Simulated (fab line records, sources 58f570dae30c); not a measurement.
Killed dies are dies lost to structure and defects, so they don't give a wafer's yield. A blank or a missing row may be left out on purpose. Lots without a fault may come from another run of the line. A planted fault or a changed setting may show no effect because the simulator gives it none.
Problem report in the 8D (eight disciplines) form, filled by code | flow berkeley_cmos170 | the parts of the form that need people (team, actions taken, sign-off) are left out

1. THE PROBLEM
cd_nm at UCB170_NLDD_CD_MEAS_06 reads a mean of 1031.8 nm on 6 wafers of 2 lots; wafers without a fault read 1200.1 nm with a standard deviation of 1.7. That is -99 or more standard deviations from the usual mean.
The step: target cd 1200 nm.
First seen on wafer L397.3, day 9 18:09, on cd_sem-01. The record holds 42 wafers of 14 lots with a number at this step. Rule for "out", or "out of limits": more than 4 standard deviations from the usual mean. The other wafers with a number count as sound.

2. WHAT IT IS AND WHAT IT IS NOT
question                    | is                     | is not
which readings at this step | cd_nm                  | -
which lots                  | L396, L397             | L380, L381, L383, L384, L385, L386, L388, L389, L394, L399, L401, L402
which wafers of those lots  | all that have a number | -
read on which gauges        | cd_sem-01, cd_sem-02   | -
when                        | from day 9 18:09       | up to then (27 sound wafers); but 9 sound wafers of L399, L401, L402 came after

3. SUSPECTS, AND WHAT RULES EACH OUT
Counting: a tool at a process step up to the reading stays a suspect if it ran every lot that is out and no sound lot after the first of them.
- the gauge at UCB170_NLDD_CD_MEAS_06: ruled out. The wafers that are out were read on 2 gauges (cd_sem-01, cd_sem-02).
- plasma_asher-02 at UCB170_NWELL_STRIP_15 (strips in O2): kept. It ran every lot that is out, first L396 (day 5 14:47), and no sound lot after that; its last sound lot up to then is L389 (day 4 01:52).
- litho_track-04 at UCB170_NLDD_PEB_04: kept. It ran every lot that is out, first L397 (day 9 17:53), and no sound lot after that; its last sound lot up to then is L386 (day 7 10:05). Its own readings are out on those wafers: heater_power_total_W, plate_temp_C.
Left after counting: plasma_asher-02 at UCB170_NWELL_STRIP_15, litho_track-04 at UCB170_NLDD_PEB_04.

4. THE CAUSE (what the simulator had put in)
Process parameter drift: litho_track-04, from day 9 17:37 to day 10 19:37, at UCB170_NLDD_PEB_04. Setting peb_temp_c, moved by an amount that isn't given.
Counting left 2 suspects, and this tool is among them.

5. THE CHAIN OF EFFECTS, in route order
Each row: a reading whose mean over the struck wafers that have a number lies more than 3 standard deviations from the usual. Only readings for which the record gives a usual standard deviation are gone through. hours: the time from each lot's start at the first step in this table that gives one to its start at this step, as a median over the lots. sigmas: the change in usual standard deviations.
hours | step                   | reading              | usual     | on struck wafers | change | sigmas
0     | UCB170_NLDD_PEB_04     | heater_power_total_W | 56.81 W   | 48.88            | -7.93  | -99 or more
0     | UCB170_NLDD_PEB_04     | plate_temp_C         | 130.00 C  | 115.98           | -14.02 | -99 or more
0     | UCB170_NLDD_CD_MEAS_06 | cd_nm                | 1200.1 nm | 1031.8           | -168.3 | -99 or more
The process steps in it:
- UCB170_NLDD_PEB_04

6. WHAT WOULD HAVE CAUGHT IT SOONER
In this record the first reading out of limits at a measuring or inspecting step was taken at day 9 18:09, 1 hour after the fault began at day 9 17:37.
The tool's own readings at UCB170_NLDD_PEB_04 were out on every struck wafer that the step has a row for (heater_power_total_W, plate_temp_C): an alarm limit on them would have fired on the first of those.
Of the lots that are out (2), L396 began UCB170_NLDD_PEB_04 on litho_track-04 after day 9 18:09. A hold on the tool at that time would have spared it.
